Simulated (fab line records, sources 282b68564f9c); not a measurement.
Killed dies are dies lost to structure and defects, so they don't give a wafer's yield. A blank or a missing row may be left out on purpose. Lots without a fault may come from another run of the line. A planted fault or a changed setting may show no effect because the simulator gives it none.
fab line records | flow rit_cmos
record lots=6 wafers=18 last_day=7
route steps=202 shown NLDD@107 PLDD@114 M1@202
lots that met no fault: from a run of the same line without faults
start_h: hours from the record's first day to the start of the lot's first wafer shown | wait_h: hours since the lot's step before | " the same as in the row above | L1.1+2: a row that stands for several wafers | - no value, or no start given | * or withheld: withheld | < > ~ a bound
route shown NAME@n: a module of which the file shows steps, and the number in the route of the first | usual: mean/standard deviation of fault-free wafers | same: alike in all rows | chamber/n: place in a boat | sites: the reading at each site | _std_site: their standard deviation | _edge_site: outer sites' mean less inner sites' | radius_mm: how far each site lies from the wafer's centre | mask NAME#n: copy n | behind: the tool/chamber that last shaped the wafer | hold: why the lot was held/for how many hours/how that ended | device: the transistor (n, p or np) that didn't switch | end of line: the same wafers' tests at the end of the route | a step without rows: its recipe alone | killed: dies lost to structure and defects at the first sort, not the wafer's yield | map: a wafer's dies, x killed, . not, _ none there
set.NAME: the setting as run; set.NAME@STEP: as run at that earlier step | model.NAME: the simulator's own value behind a step, which no gauge read
lots at some steps of the route; a table a step, a row a wafer
services: from which hour (start_h, from the record's first day; less than 0 if before it) a tool's chamber was out of use, for how many hours, and why
## steps
# step RIT_NLDD_PEB_04
# recipe resist=NOVOLAK temp_c=withheld time_s=withheld
# step RIT_NLDD_DEVELOP_05
# recipe resist=NOVOLAK develop_time_s=50 dev_temp_c=23
# step RIT_NLDD_OVL_MEAS_06
# usual NLDD_OVL=-0.1/1.7
# columns lot.wafer tool chamber start_h wait_h NLDD_OVL[nm]
L296.1 overlay-01 - 44.11 - -0.8
L296.2 " - " " -1.9
L296.4 " - " " -1.8
L299.2 overlay-02 - 57.52 - -1.6
L299.3 " - " " 0.8
L299.6 " - " " -0.3
L310.4 overlay-02 - 112.02 - 0.0
L310.5 " - " " -0.6
L310.6 " - " " 0.3
L312.1 overlay-02 - 127.80 - 0.0
L312.3 " - " " 1.1
L312.5 " - " " -0.3
L313.1 overlay-02 - 132.78 - 0.1
L313.3 " - " " -0.8
L313.5 " - " " 0.1
L316.1 overlay-02 - 146.96 - 0.2
L316.3 " - " " 0.4
L316.5 " - " " 1.0
# step RIT_NLDD_HARDBAKE_07
# recipe resist=NOVOLAK temp_c=140 time_s=60
# step RIT_NLDD_IMPLANT_08
# recipe species=P energy_kev=20 dose_cm2=5e+14 tilt_deg=7
# step RIT_NLDD_STRIP_09
# recipe chemistry=O2 time_s=180 resist=NOVOLAK platen_temp_c=withheld power_w=500 pressure_mtorr=4000 o2_flow_sccm=4000
# usual drypump_motor_current_A=5.8/0.55
# columns lot.wafer tool chamber start_h wait_h drypump_motor_current_A rf_hours_counter_h
L296.1 plasma_asher-03 1 44.45 0.1 4.9 22
L296.2 " 0 " " 6.4 22
L296.4 " 0 " " 6.4 -
L299.2 plasma_asher-01 0 57.85 0.1 5.2 43
L299.3 " 1 " " 6.5 -
L299.6 " 1 " " 6.5 -
L310.4 plasma_asher-04 1 112.39 0.1 5.8 -
L310.5 " 1 " " 5.8 -
L310.6 " 0 " " 6.0 -
L312.1 plasma_asher-03 0 128.14 0.1 6.4 28
L312.3 " 1 " " 4.9 -
L312.5 " 1 " " 4.9 -
L313.1 plasma_asher-04 1 133.11 0.1 5.7 54
L313.3 " 0 " " 6.0 -
L313.5 " 0 " " 6.0 -
L316.1 plasma_asher-03 0 147.45 0.2 6.4 29
L316.3 " 1 " " 4.8 -
L316.5 " 1 " " 4.9 -
# step RIT_NLDD_TW_MEAS_10
# usual NLDD_TW=2533/15
# columns lot.wafer tool chamber start_h wait_h NLDD_TW
L296.1 film_metro-03 - 44.63 0.1 2531
L296.2 " - " " 2517
L296.4 " - " " 2530
L299.2 film_metro-03 - 58.03 0.1 2517
L299.3 " - " " 2509
L299.6 " - " " 2527
L310.4 film_metro-04 - 112.54 0.1 2552
L310.5 " - " " 2541
L310.6 " - " " 2555
L312.1 film_metro-04 - 128.31 0.1 2564
L312.3 " - " " 2566
L312.5 " - " " 2535
L313.1 film_metro-04 - 133.29 0.1 2548
L313.3 " - " " 2548
L313.5 " - " " 2553
L316.1 film_metro-04 - 147.62 0.1 2546
L316.3 " - " " 2524
L316.5 " - " " 2547
# step RIT_PLDD_HMDS_00
# recipe prime_time_s=60 prime_temp_c=140
# step RIT_PLDD_COAT_01
# recipe resist=NOVOLAK spin_rpm=3250 resist_thk_nm=1000
# step RIT_PLDD_SOFTBAKE_02
# recipe resist=NOVOLAK temp_c=90 time_s=60
# step RIT_PLDD_EXPOSE_03
# recipe mask_id=M8 na=0.57 target_cd_nm=40900 dose_mj=250
# step RIT_PLDD_PEB_04
# recipe resist=NOVOLAK temp_c=withheld time_s=withheld
# step RIT_PLDD_DEVELOP_05
# recipe resist=NOVOLAK develop_time_s=50 dev_temp_c=23
# usual chill_plate_temp_C=23.00/0.11 developer_temp_C=22.99/0.1
# same develop_time_s=50
# columns lot.wafer tool chamber start_h wait_h chill_plate_temp_C developer_temp_C
L296.1 litho_track-02 0 45 - 23.00 23.00
L296.2 " 0 " " 23.06 22.93
L296.4 " 0 " " 22.86 22.99
L299.2 litho_track-01 0 58 - 23.01 22.88
L299.3 " 0 " " 23.06 23.04
L299.6 " 0 " " 22.77 22.97
L310.4 litho_track-02 0 113 - 22.98 22.14
L310.5 " 0 " " 23.04 21.90
L310.6 " 0 " " 22.97 21.98
L312.1 litho_track-02 0 129 - 22.79 22.19
L312.3 " 0 " " 22.94 22.00
L312.5 " 0 " " 22.85 22.18
L313.1 litho_track-01 0 134 - 22.93 22.91
L313.3 " 0 " " 22.88 22.91
L313.5 " 0 " " 22.94 23.01
L316.1 litho_track-03 0 148 - 23.04 22.99
L316.3 " 0 " " 22.98 22.96
L316.5 " 0 " " 23.15 22.94
# step RIT_PLDD_OVL_MEAS_06
# usual PLDD_OVL=-0.2/1.2
# columns lot.wafer tool chamber start_h wait_h PLDD_OVL[nm]
L296.1 overlay-02 - 45.66 - 0.1
L296.2 " - " " -0.4
L296.4 " - " " 1.5
L299.2 overlay-01 - 58.98 - -0.7
L299.3 " - " " -0.9
L299.6 " - " " -1.7
L310.4 overlay-01 - 113.44 - -0.4
L310.5 " - " " -0.9
L310.6 " - " " -0.3
L312.1 overlay-01 - 129.35 - -1.1
L312.3 " - " " -0.2
L312.5 " - " " -0.6
L313.1 overlay-02 - 134.35 - -2.6
L313.3 " - " " -0.7
L313.5 " - " " -2.9
L316.1 overlay-02 - 148.53 - -0.6
L316.3 " - " " -0.1
L316.5 " - " " -0.5
# step RIT_M1_PROBE_99
# usual killed_at_front_end=7/3.3 killed_dies=7/3.3 killed_open=3.3/1.9 killed_short=3.6/2.1
# same gross_dies=264 killed_at_M0_to_M3=0 killed_at_M4_up=0 killed_at_back_side=0 killed_at_contacts=0 killed_at_other=0
# columns lot.wafer tool chamber start_h wait_h killed_at_front_end killed_dies killed_open killed_short
L296.1 prober-01 - 60.11 0.1 8 8 6 2
L296.2 prober-01 - 60.16 0.1 15 15 8 7
L296.4 prober-01 - 60.26 0.2 13 13 9 4
L313.1 prober-02 - 148.17 0.1 2 2 2 0
L313.3 prober-02 - 148.27 0.2 3 3 0 3
L313.5 prober-02 - 148.37 0.2 4 4 2 2
# killed by level:class
L296.1 GATE:geometric_particle:open=5 GATE:geometric_particle:short=1 REOX:geometric_particle:open=1 REOX:geometric_particle:short=1
L296.2 GATE:geometric_particle:open=4 GATE:geometric_particle:short=4 FOX1:geometric_particle:short=3 SPACER:geometric_particle:open=2 FOX2:geometric_particle:open=1 REOX:geometric_particle:open=1
L296.4 GATE:geometric_particle:open=7 GATE:geometric_particle:short=2 FOX2:geometric_particle:open=1 FOX2:geometric_particle:short=1 REOX:geometric_particle:open=1 REOX:geometric_particle:short=1
L313.1 FOX1:geometric_particle:open=1 GATE:geometric_particle:open=1
L313.3 FOX1:geometric_particle:short=1 GATE:geometric_particle:short=1 SPACER:geometric_particle:short=1
L313.5 FOX1:geometric_particle:short=2 FOX1:geometric_particle:open=1 SILICIDE:geometric_particle:open=1
## services
# columns tool chamber start_h hours kind
plasma_asher-04 - 32.25 2.2 repair
plasma_asher-03 - 41.25 0.8 repair
plasma_asher-03 - 99.91 28.1 pm
plasma_asher-01 - 129.07 1.5 repair
plasma_asher-03 - 136.23 5.4 repair
## key
first_sign step=RIT_PLDD_DEVELOP_05 reading=developer_temp_C direction=down sigmas=9.1 usual=* struck=*
effect none on later readings
met_at RIT_PLDD_DEVELOP_05
struck_wafers L310.4,L310.5,L310.6,L312.1,L312.3,L312.5
tester_left_out L310,L312
onset_between 45 113
fault kind=process_parameter_drift tool=litho_track-02 chamber=- onset_h=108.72 steps=RIT_PLDD_DEVELOP_05 channel=dev_temp_c offset=* shape=step end_h=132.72 acts_in=* stated=*
# tester_left_out: of these lots the tester's yield and bins aren't shown, on N5 and GAA mostly nor the transistor test; their killed dies are dies lost to structure and defects alone, not to doping, threshold or leakage, so they don't give the yield
